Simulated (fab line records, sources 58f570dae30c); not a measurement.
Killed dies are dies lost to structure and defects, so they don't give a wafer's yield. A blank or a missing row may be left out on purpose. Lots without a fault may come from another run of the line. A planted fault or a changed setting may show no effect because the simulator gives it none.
Split-lot experiment | flow berkeley_cmos170 | 5 lots, 23 wafers read, on a route of 331 steps

THE SPLIT
At UCB170_M3_METAL_ETCH_18 (etches Al in Cl2/BCl3, stops on SiO2, target depth 1170 nm, time 195 s), the setting time_s was moved away from the recipe's 195 s on 9 of the 23 wafers read, by -10.3% to +12.4%. The other wafers ran this setting at the recipe's value.

The file shows no step between the split and the reading.

THE READING
oes_product_au, in a.u., at UCB170_M3_STRIP_19 (strips in O2). Fault-free wafers of this fab line usually give 0.560 a.u., standard deviation 0.012 a.u..

wafer  | tool, chamber at the split | time_s as run, s | against the recipe | oes_product_au, a.u. | against lot-mates on the recipe
L074.1 | rie_metal-03, 1            | 195              | recipe             | 0.555                | -
L074.3 | rie_metal-03, 0            | 217.7            | +11.6%             | 0.482                | -0.069
L074.4 | rie_metal-03, 1            | 217.7            | +11.6%             | 0.469                | -0.082
L074.5 | rie_metal-03, 1            | 195              | recipe             | 0.546                | -
L074.6 | rie_metal-03, 0            | 217.7            | +11.6%             | 0.480                | -0.071
L076.1 | rie_metal-01, 0            | 195              | recipe             | 0.564                | -
L076.2 | rie_metal-01, 1            | 195              | recipe             | 0.548                | -
L076.3 | rie_metal-01, 0            | 174.9            | -10.3%             | 0.641                | +0.088
L076.5 | rie_metal-01, 0            | 174.9            | -10.3%             | 0.641                | +0.088
L076.6 | rie_metal-01, 1            | 195              | recipe             | 0.547                | -
L077.2 | rie_metal-01, 1            | 219.2            | +12.4%             | 0.474                | -0.088
L077.3 | rie_metal-01, 0            | 195              | recipe             | 0.573                | -
L077.4 | rie_metal-01, 1            | 195              | recipe             | 0.562                | -
L077.5 | rie_metal-01, 0            | 219.2            | +12.4%             | 0.487                | -0.075
L077.6 | rie_metal-01, 1            | 195              | recipe             | 0.552                | -
L084.2 | rie_metal-01, 1            | 205.4            | +5.3%              | 0.531                | -0.040
L084.3 | rie_metal-01, 1            | 195              | recipe             | 0.561                | -
L084.4 | rie_metal-01, 0            | 195              | recipe             | 0.572                | -
L084.5 | rie_metal-01, 1            | 205.4            | +5.3%              | 0.527                | -0.044
L084.6 | rie_metal-01, 0            | 195              | recipe             | 0.581                | -
L085.3 | rie_metal-04, 1            | 195              | recipe             | 0.566                | -
L085.4 | rie_metal-04, 0            | 195              | recipe             | 0.563                | -
L085.6 | rie_metal-04, 0            | 195              | recipe             | 0.585                | -

THE FIT
A straight line over all 23 wafers: oes_product_au changes by -0.00717 a.u. for each +1% of time_s; r = -0.98; the points scatter about the line by 0.01 a.u..
The same after taking each lot's own level away (the mean of its wafers on the recipe; 23 wafers): -0.00711 a.u. for each +1%; r = -0.98; scatter 0.0092 a.u..
On that fit, the largest move of time_s shifts the reading by 0.088 a.u..
The lots' own levels span 0.5505 to 0.5713 a.u., that is 1.7 times the standard deviation above.
So the lot-to-lot level changes the slope little: the two slopes agree.
Check: with one of the wafers moved furthest among these (+12.4%) left out of the fit, the line predicts -0.085 a.u. for it against its lot-mates. It came out at -0.0883 a.u. against them.

OTHER SPLITS ON THESE WAFERS
These wafers also went through other splits before the reading. Each is held against what the fit with the lots' levels taken away leaves over:
other split on the same wafers      | wafers away from the commonest value | r with oes_product_au (lot level and that fit taken away)
UCB170_V1_CMP_02 leave_above_ref_nm | 8                                    | +0.30
UCB170_V1_EXPOSE_09 dose_mj         | 6                                    | -0.20
UCB170_M2_EXPOSE_12 dose_mj         | 5                                    | -0.19
UCB170_V2_CMP_02 leave_above_ref_nm | 4                                    | +0.18
UCB170_M3_COAT_05 resist_thk_nm     | 7                                    | +0.46

THE WHOLE CHAIN: every reading that the file lists as answering this split, in the file's order
step                    | what it does                                                           | reading                                                                   | change (the file's fit)                   | r (the file's)
UCB170_M3_METAL_ETCH_18 | etches Al in Cl2/BCl3, stops on SiO2, target depth 1170 nm, time 195 s | KrF_of_M3_COAT_10.thk_nm (the simulator's own value, which no gauge read) | -6.82 nm for each +1% of the setting      | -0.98
UCB170_M3_STRIP_19      | strips in O2                                                           | oes_product_au                                                            | -0.00707 a.u. for each +1% of the setting | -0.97

THE FILE'S OWN FIT
oes_product_au changes by -0.00707 a.u. for each +1% of time_s, r = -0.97.
